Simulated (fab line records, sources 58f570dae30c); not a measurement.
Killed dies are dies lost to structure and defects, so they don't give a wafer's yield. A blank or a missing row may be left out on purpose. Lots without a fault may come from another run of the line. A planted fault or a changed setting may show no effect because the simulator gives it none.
Chamber matching | flow berkeley_cmos170 | UCB170_V1_CVD_00 on pecvd-04: 3 sister chambers
The step deposits SiO2 from TEOS/O2, target thk 2000 nm, time 250 s. 6 wafers are shown with their chamber, then 7 later ones without.

WAFERS WITH THEIR CHAMBER
wafer  | chamber | heater_power_w (W)
L612.1 | 0       | 317
L612.5 | 1       | 235
L616.1 | 1       | 233
L616.6 | 2       | 254
L625.1 | 2       | 324
L625.2 | 0       | 256

WAFERS WITHOUT THEIR CHAMBER
wafer  | heater_power_w (W)
L625.6 | 160
L629.2 | 315
L629.3 | 331
L629.5 | 218
L633.1 | 301
L633.3 | 349
L633.4 | 224

WHICH CHAMBER EACH WENT THROUGH
wafer  | from the rows above          | in truth
L625.6 | can't be placed: 1 or 0 or 2 | 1
L629.2 | can't be placed: 2 or 0 or 1 | 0
L629.3 | can't be placed: 2 or 0 or 1 | 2
L629.5 | can't be placed: 1 or 0 or 2 | 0
L633.1 | can't be placed: 2 or 0 or 1 | 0
L633.3 | can't be placed: 2 or 0 or 1 | 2
L633.4 | can't be placed: 1 or 0 or 2 | 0
Placed correctly: 0 of 7. Can't be placed from these rows: 7 (the true chamber is among the candidates in 7). Placed wrongly: 0.
How it was worked out, from the rows above alone: a wafer's distance from a chamber is the root of the sum, over the readings, of the square of ((its reading less the chamber's mean) divided by the reading's scatter). The wafer belongs to the nearest chamber; if the next one is less than 2 further off, it can't be placed. A chamber's mean is the mean of its shown wafers. The scatter: the root of (the sum of the squares of (reading less its chamber's mean) over the shown wafers, divided by (wafers less chambers)).
